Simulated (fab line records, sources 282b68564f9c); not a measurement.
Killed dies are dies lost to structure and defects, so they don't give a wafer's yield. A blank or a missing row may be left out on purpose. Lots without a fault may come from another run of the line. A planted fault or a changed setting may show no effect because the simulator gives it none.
fab line records | flow rit_cmos
record lots=6 wafers=18 last_day=8
route steps=202 shown NLDD@103 PLDD@114 SPACER@125 NSD@131 PSD@142
lots that met no fault: from a run of the same line without faults
start_h: hours from the record's first day to the start of the lot's first wafer shown | wait_h: hours since the lot's step before | " the same as in the row above | L1.1+2: a row that stands for several wafers | - no value, or no start given | * or withheld: withheld | < > ~ a bound
route shown NAME@n: a module of which the file shows steps, and the number in the route of the first | usual: mean/standard deviation of fault-free wafers | same: alike in all rows | chamber/n: place in a boat | sites: the reading at each site | _std_site: their standard deviation | _edge_site: outer sites' mean less inner sites' | radius_mm: how far each site lies from the wafer's centre | mask NAME#n: copy n | behind: the tool/chamber that last shaped the wafer | hold: why the lot was held/for how many hours/how that ended | device: the transistor (n, p or np) that didn't switch | end of line: the same wafers' tests at the end of the route | a step without rows: its recipe alone | killed: dies lost to structure and defects at the first sort, not the wafer's yield | map: a wafer's dies, x killed, . not, _ none there
set.NAME: the setting as run; set.NAME@STEP: as run at that earlier step | model.NAME: the simulator's own value behind a step, which no gauge read
lots at some steps of the route; a table a step, a row a wafer
services: from which hour (start_h, from the record's first day; less than 0 if before it) a tool's chamber was out of use, for how many hours, and why
## steps
# step RIT_NLDD_HMDS_00
# recipe prime_time_s=60 prime_temp_c=140
# step RIT_NLDD_COAT_01
# recipe resist=NOVOLAK spin_rpm=3250 resist_thk_nm=1000
# step RIT_NLDD_SOFTBAKE_02
# recipe resist=NOVOLAK temp_c=89.01 time_s=60
# step RIT_NLDD_EXPOSE_03
# recipe mask_id=M7 na=0.57 target_cd_nm=40700 dose_mj=250
# step RIT_NLDD_PEB_04
# recipe resist=NOVOLAK temp_c=withheld time_s=withheld
# step RIT_NLDD_DEVELOP_05
# recipe resist=NOVOLAK develop_time_s=50 dev_temp_c=23
# step RIT_NLDD_OVL_MEAS_06
# usual NLDD_OVL=1.5/1.5
# columns lot.wafer tool chamber start_h wait_h NLDD_OVL[nm]
L819.2 overlay-02 - 64.87 - 3.3
L819.3 " - " " 2.8
L819.5 " - " " 1.5
L828.1 overlay-01 - 107.29 - -2.3
L828.4 " - " " -0.6
L828.6 " - " " 1.0
L829.3 overlay-01 - 111.15 - 2.1
L829.4 " - " " -0.2
L829.6 " - " " 2.7
L831.1 overlay-02 - 123.99 - 0.3
L831.2 " - " " 1.0
L831.6 " - " " 1.5
L836.1 overlay-02 - 149.94 - 1.8
L836.3 " - " " 0.7
L836.5 " - " " 2.3
L838.1 overlay-02 - 168.77 - -1.9
L838.2 " - " " 0.4
L838.5 " - " " 2.0
# step RIT_NLDD_HARDBAKE_07
# recipe resist=NOVOLAK temp_c=140 time_s=60
# step RIT_NLDD_IMPLANT_08
# recipe species=P energy_kev=20 dose_cm2=5e+14 tilt_deg=7
# step RIT_NLDD_STRIP_09
# recipe chemistry=O2 time_s=180 resist=NOVOLAK platen_temp_c=withheld power_w=500 pressure_mtorr=4000 o2_flow_sccm=4000
# usual drypump_motor_current_A=5.7/0.52
# columns lot.wafer tool chamber start_h wait_h drypump_motor_current_A rf_hours_counter_h
L819.2 plasma_asher-03 0 65.20 0.1 6.5 28
L819.3 " 0 " " 6.5 -
L819.5 " 1 " " 5.7 -
L828.1 plasma_asher-03 1 107.62 0.1 5.7 33
L828.4 " 1 " " 5.7 -
L828.6 " 1 " " 5.7 -
L829.3 plasma_asher-02 1 111.57 0.1 5.2 -
L829.4 " 0 " " 5.2 -
L829.6 " 0 " " 5.2 -
L831.1 plasma_asher-02 0 124.33 0.1 5.2 51
L831.2 " 1 " " 5.2 51
L831.6 " 1 " " 5.2 -
L836.1 plasma_asher-04 0 150.27 0.1 5.5 52
L836.3 " 0 " " 5.5 -
L836.5 " 1 " " 6.3 -
L838.1 plasma_asher-04 1 169.11 0.1 6.3 53
L838.2 " 0 " " 5.5 53
L838.5 " 1 " " 6.3 -
# step RIT_NLDD_TW_MEAS_10
# usual NLDD_TW=2478/14
# columns lot.wafer tool chamber start_h wait_h NLDD_TW
L819.2 film_metro-02 - 65.38 0.1 2490
L819.3 " - " " 2499
L819.5 " - " " 2487
L828.1 film_metro-02 - 107.80 0.1 2486
L828.4 " - " " 2498
L828.6 " - " " 2479
L829.3 film_metro-01 - 111.71 0.1 2467
L829.4 " - " " 2463
L829.6 " - " " 2484
L831.1 film_metro-03 - 124.50 0.1 2464
L831.2 " - " " 2475
L831.6 " - " " 2469
L836.1 film_metro-01 - 150.45 0.1 2476
L836.3 " - " " 2474
L836.5 " - " " 2485
L838.1 film_metro-03 - 169.28 0.1 2465
L838.2 " - " " 2471
L838.5 " - " " 2462
# step RIT_PLDD_HMDS_00
# recipe prime_time_s=60 prime_temp_c=140
# step RIT_PLDD_COAT_01
# recipe resist=NOVOLAK spin_rpm=3250 resist_thk_nm=1000
# usual chill_plate_temp_C=22.98/0.11 dispense_pressure_kPa=50/3.3
# columns lot.wafer tool chamber start_h wait_h chill_plate_temp_C dispense_pressure_kPa
L819.2 litho_track-04 0 65.61 0.1 22.96 46
L819.3 " 0 " " 22.96 46
L819.5 " 0 " " 22.82 46
L828.1 litho_track-03 - 108.01 0.1 - -
L828.4 " - " " - -
L828.6 " - " " - -
L829.3 litho_track-02 - 111.95 0.1 - -
L829.4 " - " " - -
L829.6 " - " " - -
L831.1 litho_track-04 0 124.71 0.1 22.95 46
L831.2 " 0 " " 22.99 46
L831.6 " 0 " " 22.81 46
L836.1 litho_track-04 0 150.66 0.1 22.82 46
L836.3 " 0 " " 22.94 46
L836.5 " 0 " " 22.99 46
L838.1 litho_track-02 0 169.49 0.1 22.98 52
L838.2 " 0 " " 23.12 52
L838.5 " 0 " " 23.05 52
# step RIT_PLDD_SOFTBAKE_02
# recipe resist=NOVOLAK temp_c=90 time_s=60
# step RIT_PLDD_EXPOSE_03
# recipe mask_id=M8 na=0.57 target_cd_nm=40900 dose_mj=250
# step RIT_PLDD_PEB_04
# recipe resist=NOVOLAK temp_c=withheld time_s=withheld
# step RIT_PLDD_DEVELOP_05
# recipe resist=NOVOLAK develop_time_s=50 dev_temp_c=23
# step RIT_PLDD_OVL_MEAS_06
# usual PLDD_OVL=0.0/1.4
# columns lot.wafer tool chamber start_h wait_h PLDD_OVL[nm]
L819.2 overlay-01 - 66.41 - -2.4
L819.3 " - " " -2.8
L819.5 " - " " -1.3
L828.1 overlay-02 - 108.83 - -
L828.4 " - " " -
L828.6 " - " " -
L829.3 overlay-01 - 112.73 - -
L829.4 " - " " -
L829.6 " - " " -
L831.1 overlay-01 - 125.41 - -1.4
L831.2 " - " " 0.0
L831.6 " - " " 0.3
L836.1 overlay-02 - 151.36 - -0.3
L836.3 " - " " 0.0
L836.5 " - " " -0.7
L838.1 overlay-01 - 170.32 - 1.5
L838.2 " - " " 0.5
L838.5 " - " " 3.4
# step RIT_PLDD_HARDBAKE_07
# recipe resist=NOVOLAK temp_c=140 time_s=60
# step RIT_PLDD_IMPLANT_08
# recipe species=BF2 energy_kev=20 dose_cm2=9.189e+14 tilt_deg=7
# step RIT_PLDD_STRIP_09
# recipe chemistry=O2 time_s=180 resist=NOVOLAK platen_temp_c=withheld power_w=500 pressure_mtorr=4000 o2_flow_sccm=4000
# usual drypump_motor_current_A=5.5/0.49
# columns lot.wafer tool chamber start_h wait_h drypump_motor_current_A rf_hours_counter_h
L819.2 plasma_asher-02 1 66.74 0.1 5.2 44
L819.3 " 1 " " 5.2 -
L819.5 " 0 " " 5.2 -
L828.1 plasma_asher-03 1 109.17 0.1 5.7 33
L828.4 " 1 " " 5.7 -
L828.6 " 0 " " 6.5 -
L829.3 plasma_asher-02 1 113.11 0.1 5.1 -
L829.4 " 0 " " 5.2 -
L829.6 " 1 " " 5.1 -
L831.1 plasma_asher-03 1 125.75 0.1 5.7 35
L831.2 " 0 " " 6.5 35
L831.6 " 1 " " 5.7 -
L836.1 plasma_asher-01 0 151.69 0.1 5.3 3
L836.3 " 1 " " 5.2 -
L836.5 " 0 " " 5.3 -
L838.1 plasma_asher-03 0 170.66 0.1 6.5 39
L838.2 " 1 " " 5.7 39
L838.5 " 0 " " 6.5 -
# step RIT_PLDD_TW_MEAS_10
# usual PLDD_TW=2345/14
# columns lot.wafer tool chamber start_h wait_h PLDD_TW
L819.2 film_metro-01 - 66.93 0.1 2321
L819.3 " - " " 2323
L819.5 " - " " 2339
L828.1 film_metro-01 - 109.34 0.1 2341
L828.4 " - " " 2332
L828.6 " - " " 2352
L829.3 film_metro-01 - 113.25 0.1 2340
L829.4 " - " " 2338
L829.6 " - " " 2337
L831.1 film_metro-02 - 125.92 0.1 2373
L831.2 " - " " 2372
L831.6 " - " " 2370
L836.1 film_metro-01 - 151.87 0.1 2352
L836.3 " - " " 2358
L836.5 " - " " 2356
L838.1 film_metro-03 - 170.83 0.1 2334
L838.2 " - " " 2331
L838.5 " - " " 2322
# step RIT_SPACER_CLEAN_00
# recipe chemistry=SC1 mix=3:3:50 time_s=600 temp_c=75
# step RIT_SPACER_CLEAN_01
# recipe chemistry=dHF dilution=50:1 time_s=30
# step RIT_SPACER_CLEAN_02
# recipe chemistry=SC2 mix=3:3:50 time_s=600 temp_c=75 dry=n2_spin
# step RIT_SPACER_CVD_03
# recipe material=Si3N4 target_thk_nm=250 temp_c=810 precursor=SiH2Cl2/NH3 time_s=3300 pressure_mtorr=300 sih2cl2_flow_sccm=60 nh3_flow_sccm=150
# step RIT_SPACER_THK_MEAS_04
# recipe reads=Si3N4_of_SPACER_CVD_03
# usual SPACER_NITRIDE_THK=249.1/2
# columns lot.wafer tool chamber start_h wait_h SPACER_NITRIDE_THK[nm]
L819.2 film_metro-02 - 69.29 0.0 251.9
L819.3 " - " " 251.4
L819.5 " - " " 253.3
L828.1 film_metro-03 - 113.56 0.0 246.7
L828.4 " - " " 247.9
L828.6 " - " " 246.2
L829.3 film_metro-03 - 116.92 0.0 248.7
L829.4 " - " " 248.8
L829.6 " - " " 248.1
L831.1 film_metro-02 - 130.89 0.0 247.7
L831.2 " - " " 251.5
L831.6 " - " " 250.7
L836.1 film_metro-04 - 159.89 0.0 249.8
L836.3 " - " " 249.4
L836.5 " - " " 249.6
L838.1 film_metro-02 - 173.21 0.0 250.5
L838.2 " - " " 248.6
L838.5 " - " " 249.0
# step RIT_SPACER_ETCHBACK_05
# recipe target_depth_a=2500 SF6_flow_sccm=30 CHF3_flow_sccm=30 target=Si3N4 chemistry=SF6/CHF3 pressure_mtorr=40 rf_w=250 time_s=240 stop_on=SiO2
# usual drypump_motor_current_A=5.8/0.39 oes_product_au=0.842/0.015 throttle_valve_pct=10.24/0.13
# columns lot.wafer tool chamber start_h wait_h drypump_motor_current_A oes_product_au rf_hours_counter_h throttle_valve_pct
L819.2 rie_diel-01 1 69.34 0.0 5.9 0.860 98 10.24
L819.3 " 2 " " 5.8 0.839 29 10.37
L819.5 " 3 " " 4.9 0.866 - 10.30
L828.1 rie_diel-03 3 113.62 0.1 5.9 0.850 2 10.16
L828.4 " 2 " " 5.9 0.849 60 10.41
L828.6 " 3 " " 5.9 0.854 - 10.16
L829.3 rie_diel-03 3 116.96 0.0 5.9 0.851 2 10.17
L829.4 " 0 " " 5.8 0.831 32 10.00
L829.6 " 2 " " 5.9 0.846 - 10.40
L831.1 rie_diel-03 0 130.95 0.1 5.8 0.828 32 10.00
L831.2 " 2 " " 5.9 0.852 61 10.40
L831.6 " 3 " " 5.9 0.860 - 10.17
L836.1 rie_diel-01 2 159.95 0.1 5.8 0.842 31 10.36
L836.3 " 1 " " 5.9 0.859 100 10.21
L836.5 " 1 " " 5.9 0.850 - 10.24
L838.1 rie_diel-04 1 173.27 0.1 5.5 0.809 120 10.24
L838.2 " 3 " " 5.4 0.828 27 10.24
L838.5 " 0 " " 6.1 0.856 - 10.31
# step RIT_NSD_HMDS_00
# recipe prime_time_s=60 prime_temp_c=140
# step RIT_NSD_COAT_01
# recipe resist=NOVOLAK spin_rpm=3250 resist_thk_nm=1000
# step RIT_NSD_SOFTBAKE_02
# recipe resist=NOVOLAK temp_c=90 time_s=60
# step RIT_NSD_EXPOSE_03
# recipe mask_id=M9 na=0.57 target_cd_nm=40700 dose_mj=250
# step RIT_NSD_PEB_04
# recipe resist=NOVOLAK temp_c=withheld time_s=withheld
# step RIT_NSD_DEVELOP_05
# recipe resist=NOVOLAK develop_time_s=50 dev_temp_c=23
# step RIT_NSD_OVL_MEAS_06
# usual NSD_OVL=-0.7/1.2
# columns lot.wafer tool chamber start_h wait_h NSD_OVL[nm]
L819.2 overlay-01 - 70.47 - -0.9
L819.3 " - " " -1.9
L819.5 " - " " -0.8
L828.1 overlay-02 - 114.62 - -0.2
L828.4 " - " " -0.9
L828.6 " - " " -2.2
L829.3 overlay-01 - 117.97 - 1.2
L829.4 " - " " 0.5
L829.6 " - " " 0.7
L831.1 overlay-02 - 132.07 - 0.6
L831.2 " - " " -0.1
L831.6 " - " " -0.8
L836.1 overlay-01 - 160.95 - 0.7
L836.3 " - " " 0.7
L836.5 " - " " 0.9
L838.1 overlay-02 - 174.38 - -0.3
L838.2 " - " " 0.1
L838.5 " - " " -2.5
# step RIT_NSD_HARDBAKE_07
# recipe resist=NOVOLAK temp_c=140 time_s=60
# step RIT_NSD_IMPLANT_08
# recipe species=P energy_kev=25 dose_cm2=1e+15 tilt_deg=7
# step RIT_NSD_STRIP_09
# recipe chemistry=O2 time_s=180 resist=NOVOLAK platen_temp_c=withheld power_w=500 pressure_mtorr=4000 o2_flow_sccm=4000
# usual drypump_motor_current_A=5.30/0.27
# columns lot.wafer tool chamber start_h wait_h drypump_motor_current_A rf_hours_counter_h
L819.2 plasma_asher-02 1 70.89 0.2 5.17 45
L819.3 " 1 " " 5.17 -
L819.5 " 1 " " 5.15 -
L828.1 plasma_asher-02 1 114.96 0.1 5.18 49
L828.4 " 0 " " 5.22 -
L828.6 " 0 " " 5.21 -
L829.3 plasma_asher-01 1 118.35 0.1 5.19 -
L829.4 " 0 " " 5.29 -
L829.6 " 0 " " 5.30 -
L831.1 plasma_asher-01 1 132.41 0.1 5.18 1
L831.2 " 0 " " 5.28 1
L831.6 " 0 " " 5.26 -
L836.1 plasma_asher-02 1 161.28 0.1 5.16 54
L836.3 " 0 " " 5.21 -
L836.5 " 1 " " 5.16 -
L838.1 plasma_asher-04 1 174.72 0.1 6.32 54
L838.2 " 0 " " 5.52 54
L838.5 " 0 " " 5.56 -
# step RIT_NSD_TW_MEAS_10
# usual NSD_TW=3104/17
# columns lot.wafer tool chamber start_h wait_h NSD_TW
L819.2 film_metro-01 - 71.07 0.1 3081
L819.3 " - " " 3083
L819.5 " - " " 3080
L828.1 film_metro-01 - 115.13 0.1 3279
L828.4 " - " " 3258
L828.6 " - " " 3259
L829.3 film_metro-01 - 118.49 0.1 3254
L829.4 " - " " 3263
L829.6 " - " " 3270
L831.1 film_metro-01 - 132.59 0.1 3089
L831.2 " - " " 3100
L831.6 " - " " 3098
L836.1 film_metro-01 - 161.46 0.1 3124
L836.3 " - " " 3107
L836.5 " - " " 3116
L838.1 film_metro-03 - 174.89 0.1 3088
L838.2 " - " " 3091
L838.5 " - " " 3099
# step RIT_PSD_HMDS_00
# recipe prime_time_s=60 prime_temp_c=140.9
## services
# columns tool chamber start_h hours kind
rie_diel-04 0 48.14 1.9 repair
plasma_asher-04 - 57.82 14.6 pm
plasma_asher-04 - 74.78 2.2 repair
plasma_asher-02 - 77.73 3.1 repair
rie_diel-01 2 82.59 5.1 repair
rie_diel-04 0 85.20 5.6 repair
plasma_asher-01 - 98.54 2.8 pm
rie_diel-04 0 104.63 - clean
rie_diel-04 0 104.63 23.6 scheduled_down
rie_diel-04 0 104.63 23.6 vent_cycle
plasma_asher-01 - 108.75 9.0 pm
plasma_asher-01 0 108.75 9.5 vent_cycle
plasma_asher-01 1 108.75 9.5 vent_cycle
plasma_asher-01 - 109.09 9.1 repair
plasma_asher-04 - 114.19 2.8 repair
rie_diel-04 1 115.23 7.2 repair
plasma_asher-01 0 117.75 - clean
plasma_asher-01 1 117.75 - clean
rie_diel-03 1 118.47 9.9 repair
rie_diel-03 0 125.87 4.4 repair
plasma_asher-04 - 129.31 4.3 pm
## key
first_sign step=RIT_PLDD_COAT_01 reading=tool_record direction=missing
effect step=RIT_PLDD_OVL_MEAS_06 reading=PLDD_OVL direction=missing
effect step=RIT_NSD_TW_MEAS_10 reading=NSD_TW direction=up sigmas=9.5 usual=3104 struck=3264
met_at RIT_PLDD_COAT_01
struck_wafers L828.1,L828.4,L828.6,L829.3,L829.4,L829.6
sort_left_out L828.1,L828.4,L828.6,L829.3,L829.4,L829.6
tester_left_out L828,L829
fault kind=skipped_step_whole tool=litho_track-02,litho_track-03 chamber=- onset_h=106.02 steps=RIT_PLDD_COAT_01 scope=struck_lots_only
# tester_left_out: of these lots the tester's yield and bins aren't shown, on N5 and GAA mostly nor the transistor test; their killed dies are dies lost to structure and defects alone, not to doping, threshold or leakage, so they don't give the yield
# sort_left_out: the simulated sort isn't trusted on such a fault, so these wafers' sort isn't shown, and their yield isn't known
